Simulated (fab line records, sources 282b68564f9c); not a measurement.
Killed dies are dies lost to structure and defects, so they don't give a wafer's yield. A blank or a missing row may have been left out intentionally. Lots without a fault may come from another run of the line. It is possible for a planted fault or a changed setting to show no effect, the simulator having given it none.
A struck lot beside a sound one ; flow ritCmos ; 43 steps out of a route of 202
Sound: these wafers, L873.1, L873.2, L873.4. Wafers struck: L882.1, L882.2, L882.4. At the end, the cause is stated.
At each step with rows: each side's tool, then ch and its chambers, then its first start. Under that, the readings that differ: sound wafers ; struck wafers ; difference of the means ; sigmas: that difference in standard deviations of wafers without a fault.
alike: readings whose means differ by less than 2 such deviations, and words and numbers that are the same on both sides. not compared: withheld readings, readings that some wafer has no value for, bounds like >300 that may hide the same value, and numbers for which the record gives no deviation and whose values overlap.
The two part at a step that has a row with sigmas, a row that says differs or no value, or rows on one side only. When numbers do not overlap yet have no deviation, they are printed without sigmas and do not part them. Lack of a reading on every wafer of one side parts them only where that side has two or more wafers.

first, 2 steps without rows for these wafers: RIT_NSD_IMPLANT_08; RIT_NSD_STRIP_09 (strips in O2, time 180 s).
RIT_NSD_TW_MEAS_10:
  struck on filmMetro-01, day 5 12:07; sound on filmMetro-01, day 3 10:37
  alike: NSD_TW
then, 6 steps without rows for these wafers: RIT_PSD_HMDS_00 (prime time 60 s); RIT_PSD_COAT_01 (resist thk 1000 nm); RIT_PSD_SOFTBAKE_02 (time 60 s); RIT_PSD_EXPOSE_03 (exposes mask M10, target cd 40900 nm); RIT_PSD_PEB_04; RIT_PSD_DEVELOP_05 (develop time 50 s).
RIT_PSD_OVL_MEAS_06:
  struck on overlay-01, day 5 13:04; sound on overlay-01, day 3 11:38
  alike: PSD_OVL
then, 2 steps without rows for these wafers: RIT_PSD_HARDBAKE_07 (time 60 s); RIT_PSD_IMPLANT_08.
RIT_PSD_STRIP_09: strips in O2, time 180 s.
  sound on plasmaAsher-02 ch 0,1, day 3 11:58; struck on plasmaAsher-02 ch 0,1, day 5 13:37
  alike: drypumpMotorCurrentA
  not compared: rfHoursCounterH
RIT_PSD_TW_MEAS_10:
  struck on filmMetro-02, day 5 13:47; sound on filmMetro-01, day 3 12:08
  alike: PSD_TW
then, 4 steps without rows for these wafers: RIT_SDANNEAL_CLEAN_00 (cleans in SC1, time 600 s); RIT_SDANNEAL_CLEAN_01 (cleans in dHF, time 30 s); RIT_SDANNEAL_CLEAN_02 (cleans in SC2, time 600 s); RIT_SDANNEAL_RTA_03 (time 5 s).
RIT_SDANNEAL_RS_MEAS_04: a four-point-probe measurement.
  struck on filmMetro-02, day 5 14:17; sound on filmMetro-01, day 3 12:41
  alike: PSD_RS
RIT_SDANNEAL_RS_MEAS_05: a four-point-probe measurement.
  struck on filmMetro-02, day 5 14:25; sound on filmMetro-01, day 3 12:48
  alike: NSD_RS
RIT_SDANNEAL_RS_MEAS_06: a four-point-probe measurement.
  struck on filmMetro-02, day 5 14:32; sound on filmMetro-01, day 3 12:55
  alike: PLDD_RS
RIT_SDANNEAL_RS_MEAS_07: a four-point-probe measurement.
  struck on filmMetro-02, day 5 14:39; sound on filmMetro-01, day 3 13:02
  alike: NLDD_RS
then, 1 step without rows for these wafers: RIT_SILICIDE_WET_ETCH_00 (etches SiO2 in BOE, target depth 14 nm, time 15 s).
RIT_SILICIDE_SPUTTER_01: material Ti, target thk 30 nm, time 240 s.
  struck on pvdSputter-03, day 5 14:47; sound on pvdSputter-03, day 3 13:10
  alike: throttleValvePct
RIT_SILICIDE_RS_MEAS_02: a four-point-probe measurement.
  struck on filmMetro-01, day 5 14:56; sound on filmMetro-01, day 3 13:19
reading;sound;struck;difference;sigmas
SILICIDE_TI_RS (ohm/sq);48.0 48.2 47.0;49.8 49.1 49.6;+1.8;+2
RIT_SILICIDE_THK_MEAS_03: measures by xrf.
  struck on filmMetro-01, day 5 15:04; sound on filmMetro-01, day 3 13:26
reading;sound;struck;difference;sigmas
SILICIDE_TI_THK (nm);29.4 29.5 30.0;28.6 29.0 28.7;-0.9;-2
RIT_SILICIDE_RTA_04: time 10 s, ramp up 5 s, ramp down 5 s.
  sound on rtpAnneal-01 ch 0, day 3 13:30; struck on rtpAnneal-02 ch 0, day 5 15:07
  alike: wafer_temp_C_max
then, 1 step without rows for these wafers: RIT_SILICIDE_WET_ETCH_05 (etches Ti in SPM, time 120 s).
RIT_SILICIDE_RTA_06: time 10 s, ramp up 5 s, ramp down 10 s.
  sound on rtpAnneal-02 ch 0, day 3 13:41; struck on rtpAnneal-01 ch 0, day 5 15:14
  alike: wafer_temp_C_max
RIT_CONTACT_CVD_00: deposits SiO2 from TEOS, target thk 400 nm, time 61 s.
  sound on pecvd-04 ch 0,2, day 3 13:49; struck on pecvd-04 ch 1,2, day 5 15:17
  alike: heaterPowerW
RIT_CONTACT_THK_MEAS_01:
  struck on filmMetro-04, day 5 15:20; sound on filmMetro-01, day 3 13:52
  alike: CONTACT_TEOS_THK
then, 6 steps without rows for these wafers: RIT_CONTACT_HMDS_02 (prime time 60 s); RIT_CONTACT_COAT_03 (resist thk 1000 nm); RIT_CONTACT_SOFTBAKE_04 (time 60 s); RIT_CONTACT_EXPOSE_05 (exposes mask M11, target cd 1000 nm); RIT_CONTACT_PEB_06; RIT_CONTACT_DEVELOP_07 (develop time 120 s).
RIT_CONTACT_CD_MEAS_08: target cd 1000 nm.
  struck on cdSem-02, day 5 16:29; sound on cdSem-02, day 3 15:10
  alike: cdNm
RIT_CONTACT_OVL_MEAS_09:
  struck on overlay-01, day 5 16:37; sound on overlay-01, day 3 15:17
  alike: CONTACT_OVL
then, 2 steps without rows for these wafers: RIT_CONTACT_HARDBAKE_10 (time 60 s); RIT_CONTACT_ETCH_11 (etches SiO2 in CHF3/CF4/Ar, stops on TiSi2, target depth 480 nm, time 320 s).
RIT_CONTACT_STRIP_12: strips in O2, time 175.2 s.
  sound on plasmaAsher-03 ch 0,1, day 3 15:40; struck on plasmaAsher-01 ch 0,1, day 5 16:59
  alike: drypumpMotorCurrentA
  not compared: rfHoursCounterH
RIT_M1_PROBE_99:
  struck on prober-01, day 5 22:52; sound on prober-02, day 3 20:21
reading;sound;struck;difference;sigmas
killedAtFrontEnd;1 8 4;48 44 42;+40;+14
killedDies;1 8 4;48 44 42;+40;+14
  alike: killedOpen, killedShort

## WHERE THEY PART
Last at RIT_M1_PROBE_99 as far as this record goes, first at RIT_SILICIDE_RS_MEAS_02.

WHY: what the simulator had put in
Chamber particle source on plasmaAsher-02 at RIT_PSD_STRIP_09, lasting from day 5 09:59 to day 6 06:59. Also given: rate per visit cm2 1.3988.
